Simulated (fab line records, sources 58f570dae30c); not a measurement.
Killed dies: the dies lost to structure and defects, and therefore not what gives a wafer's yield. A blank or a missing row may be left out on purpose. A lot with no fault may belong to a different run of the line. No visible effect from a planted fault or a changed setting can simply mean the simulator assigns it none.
Chamber matching || flow berkeley cmos170 || UCB170_NLDD_CLEAN_12 on wet bench-03: 3 sister chambers
The step cleans in SPM, time 600 s. 3 wafers are shown with their chamber, then 2 later ones without.

## WAFERS, EACH WITH ITS CHAMBER
{"wafer": "L262.6", "chamber": 2, "bath heat duty pct (%)": 16.2}
{"wafer": "L270.5", "chamber": 3, "bath heat duty pct (%)": 14.2}
{"wafer": "L275.1", "chamber": 1, "bath heat duty pct (%)": 9.9}

## WAFERS WHOSE CHAMBER IS MISSING
{"wafer": "L275.2", "bath heat duty pct (%)": 9.7}
{"wafer": "L275.5", "bath heat duty pct (%)": 9.2}

## WHICH CHAMBER EACH WENT THROUGH
{"wafer": "L275.2", "from the rows above": 1, "in truth": 1}
{"wafer": "L275.5", "from the rows above": 1, "in truth": 1}
Correctly placed: 2 of 2. From these rows, 0 cannot be placed. Number placed wrongly: 0.
How it was worked out, from the rows above alone: a wafer's distance from a chamber is the root of the sum, over the readings, of the square of ((its reading less the chamber's mean) divided by the reading's scatter). The wafer belongs to the nearest chamber; if the next one is less than 2 further off, it can't be placed. For every chamber, the mean is computed from those of its wafers that are shown. The scatter: root of mean squared gap, hidden wafer to nearest shown wafer, with one shown wafer a chamber.
